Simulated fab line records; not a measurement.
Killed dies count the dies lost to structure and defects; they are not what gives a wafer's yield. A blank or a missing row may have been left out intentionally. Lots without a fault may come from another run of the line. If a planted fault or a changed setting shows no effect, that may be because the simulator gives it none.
Struck lot and sound lot, side by side / flow berkeleyCmos170 / 24 steps out of a route of 331
Sound: the wafers L838.1, L838.4, L838.6. Struck: wafers L842.1, L842.3, L842.5. The cause comes at the end.
Each step with rows lists, per side, the tool, then ch with its chambers, then its first start. Under that, the readings that differ: sound wafers / struck wafers / difference of the means / sigmas: that difference in standard deviations of wafers without a fault.
alike: same words and numbers on both sides, and readings whose means sit less than 2 such deviations apart. not compared: any withheld reading, any reading some wafer has no value for, any bound like >300 that may hide the same value, and any number with overlapping values for which the record gives no deviation.
A row with sigmas, a row that says differs or no value, or rows on one side alone: a step with any of these is where the two part. Numbers that have no deviation but don't overlap get no sigmas and don't part them. A reading that every wafer of one side lacks parts them only if that side has two wafers or more.

first, 6 steps without rows for these wafers: UCB170_ZERO_HMDS_00 (prime time 60 s); UCB170_ZERO_COAT_01 (resist thk 900 nm); UCB170_ZERO_SOFTBAKE_02 (time 60 s); UCB170_ZERO_EXPOSE_03 (exposes mask PM MARKS, target cd 4000 nm); UCB170_ZERO_PEB_04; UCB170_ZERO_DEVELOP_05 (develop time 45 s).
UCB170_ZERO_ETCH_06: etches SiO2 in CHF3/CF4/Ar, time 12 s.
  sound on rieDiel-02 ch 0,3, day 2 00:52; struck on rieDiel-01 ch 0,1, day 3 04:02
  alike: drypumpMotorCurrentA, oesProductAu, throttleValvePct
  not compared: rfHoursCounterH
UCB170_ZERO_STRIP_07: strips in O2.
  sound on plasmaAsher-01 ch 0,1, day 2 00:53; struck on plasmaAsher-04 ch 0,1, day 3 04:04
  alike: drypumpMotorCurrentA, o2FlowSccm, oesProductAu, stripTimeToEndpointS
  not compared: rfHoursCounterH
then, 2 steps without rows for these wafers: UCB170_NWELL_WET_ETCH_00 (etches SiO2 in dHF, time 200 s); UCB170_NWELL_OXIDATION_01 (target thk 26.4 nm, ox time 1260 s).
UCB170_NWELL_THK_MEAS_02:
  struck on filmMetro-03, day 3 10:10; sound on filmMetro-02, day 2 06:36
  alike: NWELL_OXIDE_THK
then, 1 step without rows for these wafers: UCB170_NWELL_ANNEAL_03 (time 900 s).
UCB170_NWELL_CVD_04: deposits Si3N4 from SiH2Cl2/NH3, target thk 224 nm, time 3360 s.
  sound on lpcvd-01 ch 0, day 2 10:34; struck on lpcvd-02 ch 1, day 3 12:46
reading=zonePowerSourcePct (%); sound=22.7 22.4 22.5; struck=17.8 17.9 18.1; difference=-4.6; sigmas=-3
reading=model.Si3N4_of_NWELL_CVD_04.thkNm (nm); sound=226.6 227.1 226.6; struck=139.8 140.5 139.1; difference=-87.0; sigmas=
  alike: spikeTcSourceC, susceptorTempC
UCB170_NWELL_THK_MEAS_05:
  struck on filmMetro-03, day 3 15:40; sound on filmMetro-02, day 2 13:28
reading=NWELL_NITRIDE_THK (nm); sound=226.6 226.9 226.5; struck=140.1 140.7 139.2; difference=-86.7; sigmas=-46
then, 6 steps without rows for these wafers: UCB170_NWELL_HMDS_06 (prime time 60 s); UCB170_NWELL_COAT_07 (resist thk 900 nm); UCB170_NWELL_SOFTBAKE_08 (time 60 s); UCB170_NWELL_EXPOSE_09 (exposes mask NWELL, target cd 3000 nm); UCB170_NWELL_PEB_10; UCB170_NWELL_DEVELOP_11 (develop time 45 s).
UCB170_NWELL_OVL_MEAS_12:
  struck on overlay-02, day 3 16:34; sound on overlay-01, day 2 15:18
  alike: NWELL_OVL
UCB170_NWELL_ETCH_13: etches Si3N4 in CH3F/Ar/O2, stops on SiO2, target depth 246.4 nm, time 154 s.
  sound on rieDiel-02 ch 0,2,3, day 2 15:20; struck on rieDiel-02 ch 2,3, day 3 16:37
reading=oesProductAu (a.u.); sound=0.943 0.964 0.969; struck=0.729 0.722 0.741; difference=-0.228; sigmas=-18
reading=model.etch.depthNm (nm); sound=226.6 227.1 226.6; struck=139.8 140.5 139.1; difference=-87.0; sigmas=
  alike: drypumpMotorCurrentA, throttleValvePct
  not compared: rfHoursCounterH
then, 1 step without rows for these wafers: UCB170_NWELL_IMPLANT_14.
-- the record jumps here: 6 days lie between the struck wafers' starts before and after (it left off in module NWELL and takes up again in module M3, whose first step shown is number 331 of the route) --
UCB170_M3_PROBE_99:
  only the struck wafers here have rows in the record (prober-02, day 9 06:55); the sound ones have none

## WHERE THEY PART
At UCB170_NWELL_CVD_04 first; at UCB170_M3_PROBE_99 last (within this record only).

WHY: what the simulator had put in
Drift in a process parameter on lpcvd-02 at UCB170_NWELL_CVD_04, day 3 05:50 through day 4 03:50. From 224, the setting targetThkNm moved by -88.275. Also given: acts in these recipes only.
